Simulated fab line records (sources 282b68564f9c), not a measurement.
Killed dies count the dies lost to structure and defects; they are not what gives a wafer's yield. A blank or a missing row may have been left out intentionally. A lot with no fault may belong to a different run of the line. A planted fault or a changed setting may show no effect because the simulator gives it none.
Lot-split experiment	flow ritCmos	route with 202 steps; 5 lots, 23 wafers read

## ABOUT THE SPLIT
At RIT_PRETRO_COAT_01 (resist thk 1300 nm), the setting resistThkNm was moved away from the recipe's 1300 nm on 8 of the 23 wafers read, by -4.1% to +2.6%. The other wafers ran this setting at the recipe's value.

The reading comes from the split's own step.

## THE READING
NOVOLAK_of_PRETRO_COAT_01.thkNm (the simulator's own value, which no gauge read), in nm, at RIT_PRETRO_COAT_01 (resist thk 1300 nm). The file gives no usual value for it. Average 1298 nm, standard deviation 2.3 nm, over the 15 wafers here run with the recipe.

wafer	tool, chamber at the split	resistThkNm as run, nm	against the recipe	NOVOLAK_of_PRETRO_COAT_01.thkNm, nm	against lot-mates on the recipe
L075.2	lithoTrack-03, 0	1300	recipe	1298	-
L075.3	lithoTrack-03, 0	1325	+1.9%	1323	+27
L075.4	lithoTrack-03, 0	1325	+1.9%	1321	+25
L075.5	lithoTrack-03, 0	1300	recipe	1295	-
L075.6	lithoTrack-03, 0	1300	recipe	1296	-
L077.1	lithoTrack-03, 0	1300	recipe	1301	-
L077.2	lithoTrack-03, 0	1300	recipe	1301	-
L077.4	lithoTrack-03, 0	1300	recipe	1300	-
L077.5	lithoTrack-03, 0	1300	recipe	1300	-
L077.6	lithoTrack-03, 0	1300	recipe	1296	-
L079.1	lithoTrack-02, 0	1247	-4.1%	1245	-54
L079.2	lithoTrack-02, 0	1247	-4.1%	1247	-52
L079.3	lithoTrack-02, 0	1300	recipe	1297	-
L079.4	lithoTrack-02, 0	1247	-4.1%	1242	-57
L079.5	lithoTrack-02, 0	1300	recipe	1301	-
L083.1	lithoTrack-02, 0	1300	recipe	1295	-
L083.3	lithoTrack-02, 0	1300	recipe	1297	-
L083.5	lithoTrack-02, 0	1300	recipe	1294	-
L085.1	lithoTrack-03, 0	1300	recipe	1297	-
L085.2	lithoTrack-03, 0	1300	recipe	1298	-
L085.3	lithoTrack-03, 0	1334	+2.6%	1336	+38
L085.4	lithoTrack-03, 0	1334	+2.6%	1332	+34
L085.6	lithoTrack-03, 0	1334	+2.6%	1335	+38

THE FIT
A straight line over all 23 wafers: NOVOLAK_of_PRETRO_COAT_01.thkNm changes by +13.2 nm for each +1% of resistThkNm; r = +1.00; the points scatter about the line by 2.4 nm.
The same after taking each lot's own level away (the mean of its wafers on the recipe; 23 wafers): +13.5 nm for each +1%; r = +1.00; scatter 1.8 nm.
The reading moves by 55 nm for the largest change in resistThkNm, on that fit.
The span of the lots' own levels, 1295.3 to 1299.6 nm, comes to 1.9 times the standard deviation stated above.
The two slopes agree, so the slope changes little with the lot-to-lot level.
Check: for one of the wafers moved furthest among these (-4.1%), held out of the fit, the line's prediction against its lot-mates is -55.2 nm. It came out at -54 nm against them.

## FURTHER SPLITS ON THESE WAFERS
Other splits were also applied to these wafers ahead of the reading. Each is held against what the fit with the lots' levels taken away leaves over:
other split on the same wafers	wafers away from the commonest value	r with NOVOLAK_of_PRETRO_COAT_01.thkNm (lot level and that fit taken away)
RIT_ACTIVE_CVD_03 pressureMtorr	15	+0.17
RIT_ACTIVE_COAT_06 resistThkNm	9	+0.07
RIT_ACTIVE_ETCH_13 pressureMtorr	18	-0.18
RIT_FOX2_OXIDATION_00 tempC	18	+0.21
RIT_NWELL_COAT_01 spinRpm	5	-0.05
RIT_NWELL_IMPLANT_08 doseCm2	8	-0.02
RIT_NRETRO_SOFTBAKE_02 tempC	7	-0.04

## THE FILE'S OWN FIT
NOVOLAK_of_PRETRO_COAT_01.thkNm changes by +13.5 nm for each +1% of resistThkNm, r = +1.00.
